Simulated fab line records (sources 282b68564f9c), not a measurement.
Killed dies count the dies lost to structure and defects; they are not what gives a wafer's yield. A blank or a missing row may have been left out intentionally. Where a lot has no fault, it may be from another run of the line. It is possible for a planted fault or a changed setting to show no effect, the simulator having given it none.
Split-lot trial	flow rit-cmos	on a route of 202 steps: 5 lots, 23 wafers read

## THE SPLIT ITSELF
At RIT_SPACER_CVD_03 (deposits Si3N4 from SiH2Cl2/NH3, target thk 250 nm, time 3300 s), the setting time-s was moved away from the recipe's 3300 s on 15 of the 23 wafers read, by -13.5% to -6.4%. This setting was run at the recipe's value on the other wafers.

The file shows no step between the split and the reading.

## THE READING
SPACER_NITRIDE_THK in nanometres, read at RIT_SPACER_THK_MEAS_04. Typical for fault-free wafers on this fab line: 251.6 nm, with standard deviation 1.9 nm.

wafer	tool, chamber at the split	time-s as run, s	against the recipe	SPACER_NITRIDE_THK, nm	against lot-mates on the recipe
L075.2	lpcvd-02, 0	3300	recipe	253.2	-
L075.5	lpcvd-02, 0	3300	recipe	252.5	-
L075.6	lpcvd-02, 0	3300	recipe	253.4	-
L077.2	-, -	3300	recipe	250.2	-
L077.3	-, -	3300	recipe	250.1	-
L077.4	-, -	3300	recipe	250.1	-
L077.5	-, -	3300	recipe	248.4	-
L077.6	-, -	3300	recipe	246.9	-
L078.1	-, -	2853	-13.5%	221.3	no lot-mate on the recipe
L078.3	-, -	2853	-13.5%	220.2	no lot-mate on the recipe
L078.4	-, -	2853	-13.5%	219.2	no lot-mate on the recipe
L078.5	-, -	2853	-13.5%	221.4	no lot-mate on the recipe
L078.6	-, -	2853	-13.5%	221.0	no lot-mate on the recipe
L081.1	-, -	2969	-10.0%	228.7	no lot-mate on the recipe
L081.2	-, -	2969	-10.0%	226.3	no lot-mate on the recipe
L081.3	-, -	2969	-10.0%	229.4	no lot-mate on the recipe
L081.4	-, -	2969	-10.0%	227.2	no lot-mate on the recipe
L081.6	-, -	2969	-10.0%	228.0	no lot-mate on the recipe
L084.1	-, -	3089	-6.4%	233.5	no lot-mate on the recipe
L084.2	-, -	3089	-6.4%	233.6	no lot-mate on the recipe
L084.3	-, -	3089	-6.4%	231.9	no lot-mate on the recipe
L084.5	-, -	3089	-6.4%	233.1	no lot-mate on the recipe
L084.6	-, -	3089	-6.4%	234.2	no lot-mate on the recipe

THE FIT
A straight line over all 23 wafers: SPACER_NITRIDE_THK changes by +2.22 nm for each +1% of time-s; r = +0.99; the points scatter about the line by 2 nm.
Too few moved wafers with a lot-mate on the recipe to fit a line net of each lot's own level.

## THE WHOLE CHAIN: every reading that the file lists as answering this split, in the file's order
step	what it does	reading	change (the file's fit)	r (the file's)
RIT_SPACER_CVD_03	deposits Si3N4 from SiH2Cl2/NH3, target thk 250 nm, time 3300 s	Si3N4_of_SPACER_CVD_03.thk-nm (the simulator's own value, which no gauge read)	+2.22 nm for each +1% of the setting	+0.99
RIT_SPACER_THK_MEAS_04		SPACER_NITRIDE_THK	+2.22 for each +1% of the setting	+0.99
RIT_SPACER_ETCHBACK_05	etches Si3N4 in SF6/CHF3, stops on SiO2, target depth 250 nm, time 240 s	etch.depth-nm (the simulator's own value, which no gauge read)	+2.22 nm for each +1% of the setting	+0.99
RIT_SPACER_ETCHBACK_05	etches Si3N4 in SF6/CHF3, stops on SiO2, target depth 250 nm, time 240 s	Si3N4_of_SPACER_CVD_03.thk-nm (the simulator's own value, which no gauge read)	+1.69 nm for each +1% of the setting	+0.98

## FILE'S OWN FIT
SPACER_NITRIDE_THK changes by +2.22 nm for each +1% of time-s, r = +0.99.
